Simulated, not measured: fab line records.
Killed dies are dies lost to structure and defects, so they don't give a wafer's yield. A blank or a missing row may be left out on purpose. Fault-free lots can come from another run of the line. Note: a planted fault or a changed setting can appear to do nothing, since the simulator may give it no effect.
Which tool did it? / flow berkeley cmos170 / 42 wafers from 14 lots sampled at 4 of the route's 331 steps

WHAT THE GAUGES READ, wafer by wafer
UCB170_PSD_CD_MEAS_06 targets a cd of 1200 nm. Usual: cd nm reads 1200.3 nm (standard deviation 1.4).
lot=L292; measured=day 6 09:23; on=cd sem-02; cd nm (nm)=1198.3 1198.6 1197.9; flag=
lot=L291; measured=day 6 09:32; on=cd sem-01; cd nm (nm)=1200.6 1199.7 1202.1; flag=
lot=L293; measured=day 6 09:11; on=cd sem-01; cd nm (nm)=1199.1 1200.0 1198.8; flag=
lot=L295; measured=day 7 07:25; on=cd sem-02; cd nm (nm)=1199.4 1198.9 1200.1; flag=
lot=L297; measured=day 7 07:05; on=cd sem-01; cd nm (nm)=1201.3 1200.2 1201.3; flag=
lot=L298; measured=day 7 17:56; on=cd sem-01; cd nm (nm)=1198.4 1197.3 1199.1; flag=
lot=L299; measured=day 7 17:34; on=cd sem-02; cd nm (nm)=1199.4 1198.7 1199.3; flag=
lot=L302; measured=day 8 06:47; on=cd sem-02; cd nm (nm)=1201.7 1201.0 1200.0; flag=
lot=L300; measured=day 8 06:36; on=cd sem-02; cd nm (nm)=1201.1 1202.1 1203.2; flag=
lot=L301; measured=day 8 06:31; on=cd sem-01; cd nm (nm)=1199.0 1199.3 1200.1; flag=
lot=L304; measured=day 8 15:12; on=cd sem-01; cd nm (nm)=1200.2 1199.8 1200.1; flag=
lot=L305; measured=day 9 12:01; on=cd sem-02; cd nm (nm)=1200.5 1199.6 1201.3; flag=
lot=L306; measured=day 9 17:43; on=cd sem-01; cd nm (nm)=1202.9 1200.3 1201.6; flag=
lot=L308; measured=day 10 05:32; on=cd sem-01; cd nm (nm)=1198.6 1198.3 1197.0; flag=

WHICH TOOL RAN EACH LOT (tool, then ch and the chambers of the sampled wafers, then the start)
lot=L292; UCB170_PWELL_ETCH_14=rie diel-04 ch 0,1,2, day 3 07:17; UCB170_SCREENOX_WET_ETCH_00=wet bench-01 ch 2, day 5 03:53; UCB170_GATE_ETCH_14=rie diel-01 ch 0,2, day 5 21:35
lot=L291; UCB170_PWELL_ETCH_14=rie diel-02 ch 0,1,2, day 3 07:34; UCB170_SCREENOX_WET_ETCH_00=wet bench-01 ch 2, day 5 03:53; UCB170_GATE_ETCH_14=rie diel-04 ch 1,2, day 5 23:22
lot=L293; UCB170_PWELL_ETCH_14=rie diel-04 ch 0,1, day 3 11:25; UCB170_SCREENOX_WET_ETCH_00=wet bench-01 ch 0, day 5 03:53; UCB170_GATE_ETCH_14=rie diel-03 ch 2,3, day 5 23:13
lot=L295; UCB170_PWELL_ETCH_14=rie diel-04 ch 0,2, day 4 02:14; UCB170_SCREENOX_WET_ETCH_00=wet bench-03 ch 0, day 5 21:07; UCB170_GATE_ETCH_14=rie diel-03 ch 0,2, day 6 20:35
lot=L297; UCB170_PWELL_ETCH_14=rie diel-02 ch 0,1,2, day 4 02:28; UCB170_SCREENOX_WET_ETCH_00=wet bench-03 ch 3, day 5 21:07; UCB170_GATE_ETCH_14=rie diel-01 ch 0,1,2, day 6 19:29
lot=L298; UCB170_PWELL_ETCH_14=rie diel-02 ch 0,1, day 4 14:28; UCB170_SCREENOX_WET_ETCH_00=wet bench-03 ch 0, day 6 08:45; UCB170_GATE_ETCH_14=rie diel-03 ch 0,3, day 7 06:09
lot=L299; UCB170_PWELL_ETCH_14=rie diel-04 ch 0,1, day 4 14:44; UCB170_SCREENOX_WET_ETCH_00=wet bench-03 ch 0, day 6 08:45; UCB170_GATE_ETCH_14=rie diel-01 ch 0,2, day 7 05:55
lot=L302; UCB170_PWELL_ETCH_14=rie diel-02 ch 0,2, day 4 22:18; UCB170_SCREENOX_WET_ETCH_00=wet bench-03 ch 0, day 6 18:13; UCB170_GATE_ETCH_14=rie diel-03 ch 1,2,3, day 7 17:14
lot=L300; UCB170_PWELL_ETCH_14=rie diel-03 ch 0,1,3, day 4 22:30; UCB170_SCREENOX_WET_ETCH_00=wet bench-03 ch 0, day 6 18:13; UCB170_GATE_ETCH_14=rie diel-04 ch 0,2,3, day 7 17:31
lot=L301; UCB170_PWELL_ETCH_14=rie diel-04 ch 0,2,3, day 4 22:46; UCB170_SCREENOX_WET_ETCH_00=wet bench-03 ch 2, day 6 18:13; UCB170_GATE_ETCH_14=rie diel-01 ch 1,3, day 7 17:22
lot=L304; UCB170_PWELL_ETCH_14=rie diel-03 ch 1,2,3, day 5 13:25; UCB170_SCREENOX_WET_ETCH_00=wet bench-03 ch 1, day 7 01:39; UCB170_GATE_ETCH_14=rie diel-04 ch 2,3, day 8 03:14
lot=L305; UCB170_PWELL_ETCH_14=rie diel-04 ch 0,1,2, day 5 17:58; UCB170_SCREENOX_WET_ETCH_00=wet bench-03 ch 1, day 7 22:41; UCB170_GATE_ETCH_14=rie diel-03 ch 0,1,3, day 9 00:43
lot=L306; UCB170_PWELL_ETCH_14=rie diel-04 ch 0,2, day 5 21:28; UCB170_SCREENOX_WET_ETCH_00=wet bench-03 ch 0, day 8 07:04; UCB170_GATE_ETCH_14=rie diel-03 ch 0,1, day 9 07:04
lot=L308; UCB170_PWELL_ETCH_14=rie diel-02 ch 2,3, day 6 15:26; UCB170_SCREENOX_WET_ETCH_00=wet bench-03 ch 0, day 8 15:56; UCB170_GATE_ETCH_14=rie diel-04 ch 0,3, day 9 17:46
- UCB170_PWELL_ETCH_14: etches Si3N4 in CH3F/Ar/O2, stops on SiO2, target depth 242 nm, time 151 s.
- UCB170_SCREENOX_WET_ETCH_00: etches SiO2 in dHF, time 200 s.
- UCB170_GATE_ETCH_14: etches BARC in N2/H2.

AS READ BY THE TOOLS THEMSELVES (means over the sampled wafers that have a number; for cases with no such wafer, the mark the record gives instead)
UCB170_PWELL_ETCH_14. Usual: CH3F_flow_sccm 20.00 sccm, standard deviation 0.068; drypump motor current A 5.4 A, standard deviation 0.33; oes product au 0.943 a.u., standard deviation 0.016; run length s 179.3 s, standard deviation 0.46; throttle valve pct 8.06 %, standard deviation 0.11.
lot=L292; tool=rie diel-04; CH3F_flow_sccm (sccm)=19.98; drypump motor current A (A)=5.3; oes product au (a.u.)=0.943; run length s (s)=179.2; throttle valve pct (%)=8.18; flag=
lot=L291; tool=rie diel-02; CH3F_flow_sccm (sccm)=19.98; drypump motor current A (A)=5.5; oes product au (a.u.)=0.953; run length s (s)=179.1; throttle valve pct (%)=7.95; flag=
lot=L293; tool=rie diel-04; CH3F_flow_sccm (sccm)=20.06; drypump motor current A (A)=5.2; oes product au (a.u.)=0.947; run length s (s)=179.3; throttle valve pct (%)=8.14; flag=
lot=L295; tool=rie diel-04; CH3F_flow_sccm (sccm)=20.01; drypump motor current A (A)=5.6; oes product au (a.u.)=0.937; run length s (s)=179.3; throttle valve pct (%)=8.21; flag=
lot=L297; tool=rie diel-02; CH3F_flow_sccm (sccm)=20.02; drypump motor current A (A)=5.5; oes product au (a.u.)=0.947; run length s (s)=179.4; throttle valve pct (%)=7.94; flag=
lot=L298; tool=rie diel-02; CH3F_flow_sccm (sccm)=19.96; drypump motor current A (A)=5.4; oes product au (a.u.)=0.948; run length s (s)=179.1; throttle valve pct (%)=7.95; flag=
lot=L299; tool=rie diel-04; CH3F_flow_sccm (sccm)=20.02; drypump motor current A (A)=5.2; oes product au (a.u.)=0.951; run length s (s)=179.4; throttle valve pct (%)=8.14; flag=
lot=L302; tool=rie diel-02; CH3F_flow_sccm (sccm)=20.03; drypump motor current A (A)=5.5; oes product au (a.u.)=0.969; run length s (s)=179.3; throttle valve pct (%)=7.95; flag=
lot=L300; tool=rie diel-03; CH3F_flow_sccm (sccm)=19.94; drypump motor current A (A)=5.4; oes product au (a.u.)=0.934; run length s (s)=179.7; throttle valve pct (%)=8.08; flag=
lot=L301; tool=rie diel-04; CH3F_flow_sccm (sccm)=20.02; drypump motor current A (A)=5.4; oes product au (a.u.)=0.940; run length s (s)=179.4; throttle valve pct (%)=8.18; flag=
lot=L304; tool=rie diel-03; CH3F_flow_sccm (sccm)=20.02; drypump motor current A (A)=5.2; oes product au (a.u.)=0.938; run length s (s)=179.7; throttle valve pct (%)=8.05; flag=
lot=L305; tool=rie diel-04; CH3F_flow_sccm (sccm)=19.97; drypump motor current A (A)=5.3; oes product au (a.u.)=0.934; run length s (s)=179.2; throttle valve pct (%)=8.17; flag=
lot=L306; tool=rie diel-04; CH3F_flow_sccm (sccm)=20.02; drypump motor current A (A)=5.4; oes product au (a.u.)=0.929; run length s (s)=178.7; throttle valve pct (%)=8.21; flag=
lot=L308; tool=rie diel-02; CH3F_flow_sccm (sccm)=19.94; drypump motor current A (A)=5.9; oes product au (a.u.)=0.934; run length s (s)=179.6; throttle valve pct (%)=7.99; flag=

UCB170_SCREENOX_WET_ETCH_00. Usual: run length s reads 228 s (standard deviation 3.4).
lot=L292; tool=wet bench-01; run length s (s)=224; flag=
lot=L291; tool=wet bench-01; run length s (s)=225; flag=
lot=L293; tool=wet bench-01; run length s (s)=227; flag=
lot=L295; tool=wet bench-03; run length s (s)=227; flag=
lot=L297; tool=wet bench-03; run length s (s)=227; flag=
lot=L298; tool=wet bench-03; run length s (s)=226; flag=
lot=L299; tool=wet bench-03; run length s (s)=226; flag=
lot=L302; tool=wet bench-03; run length s (s)=226; flag=
lot=L300; tool=wet bench-03; run length s (s)=226; flag=
lot=L301; tool=wet bench-03; run length s (s)=227; flag=
lot=L304; tool=wet bench-03; run length s (s)=225; flag=
lot=L305; tool=wet bench-03; run length s (s)=226; flag=
lot=L306; tool=wet bench-03; run length s (s)=248; flag=OFF
lot=L308; tool=wet bench-03; run length s (s)=255; flag=OFF

UCB170_GATE_ETCH_14. Usual: drypump motor current A 5.5 A, standard deviation 0.41; oes product au 1.000 a.u., standard deviation 0.018; throttle valve pct 13.34 %, standard deviation 0.11.
lot=L292; tool=rie diel-01; drypump motor current A (A)=5.9; oes product au (a.u.)=1.005; throttle valve pct (%)=13.31; flag=
lot=L291; tool=rie diel-04; drypump motor current A (A)=5.1; oes product au (a.u.)=0.991; throttle valve pct (%)=13.39; flag=
lot=L293; tool=rie diel-03; drypump motor current A (A)=5.0; oes product au (a.u.)=1.007; throttle valve pct (%)=13.27; flag=
lot=L295; tool=rie diel-03; drypump motor current A (A)=5.1; oes product au (a.u.)=0.993; throttle valve pct (%)=13.22; flag=
lot=L297; tool=rie diel-01; drypump motor current A (A)=6.0; oes product au (a.u.)=1.012; throttle valve pct (%)=13.29; flag=
lot=L298; tool=rie diel-03; drypump motor current A (A)=5.3; oes product au (a.u.)=0.994; throttle valve pct (%)=13.33; flag=
lot=L299; tool=rie diel-01; drypump motor current A (A)=5.9; oes product au (a.u.)=1.014; throttle valve pct (%)=13.31; flag=
lot=L302; tool=rie diel-03; drypump motor current A (A)=5.2; oes product au (a.u.)=1.008; throttle valve pct (%)=13.33; flag=
lot=L300; tool=rie diel-04; drypump motor current A (A)=5.4; oes product au (a.u.)=0.979; throttle valve pct (%)=13.44; flag=
lot=L301; tool=rie diel-01; drypump motor current A (A)=6.1; oes product au (a.u.)=1.021; throttle valve pct (%)=13.25; flag=
lot=L304; tool=rie diel-04; drypump motor current A (A)=5.2; oes product au (a.u.)=0.968; throttle valve pct (%)=13.42; flag=
lot=L305; tool=rie diel-03; drypump motor current A (A)=5.4; oes product au (a.u.)=1.007; throttle valve pct (%)=13.39; flag=
lot=L306; tool=rie diel-03; drypump motor current A (A)=5.5; oes product au (a.u.)=0.992; throttle valve pct (%)=13.39; flag=
lot=L308; tool=rie diel-04; drypump motor current A (A)=5.4; oes product au (a.u.)=0.984; throttle valve pct (%)=13.43; flag=

THE ANSWER, worked out from the rows above alone
Rule: lot off if the mean of its wafers having a number is beyond 3 standard deviations from the usual mean. A lot without any number at a reading at which 4 lots or more have one is off too. Any other lot the step has rows for is counted as sound. The gauges are gone through in route order, then the tools' own readings, and for those a lot's mean is taken as printed above. At the first step where some lot is off, the reading lying furthest off is the one used; lots without a number count as furthest.
Off: L306, L308 (UCB170_SCREENOX_WET_ETCH_00, run length s).
If a tool, at that step or one of the process steps before it, ran each lot that is off and ran no sound lot following the first of them, it fits. One candidate fits, namely wet bench-03 at UCB170_SCREENOX_WET_ETCH_00. A fault onset in the window from L305 (day 7 22:41, its last sound lot) to L306 (day 8 07:04, its first lot off) fits.
On the lots that are off, the tool's own readings at UCB170_SCREENOX_WET_ETCH_00 differ by more than 5 times the standard deviation of the sound lots' means, which bears it out; run length s reads 252 s there versus 226 s on the sound lots.

WHAT HAD BEEN PUT IN BY THE SIMULATOR
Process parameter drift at UCB170_SCREENOX_WET_ETCH_00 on wet bench-03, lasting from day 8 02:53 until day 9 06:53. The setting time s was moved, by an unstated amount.
Shown lots that were struck: L306, L308. This agrees with what the rule above found.
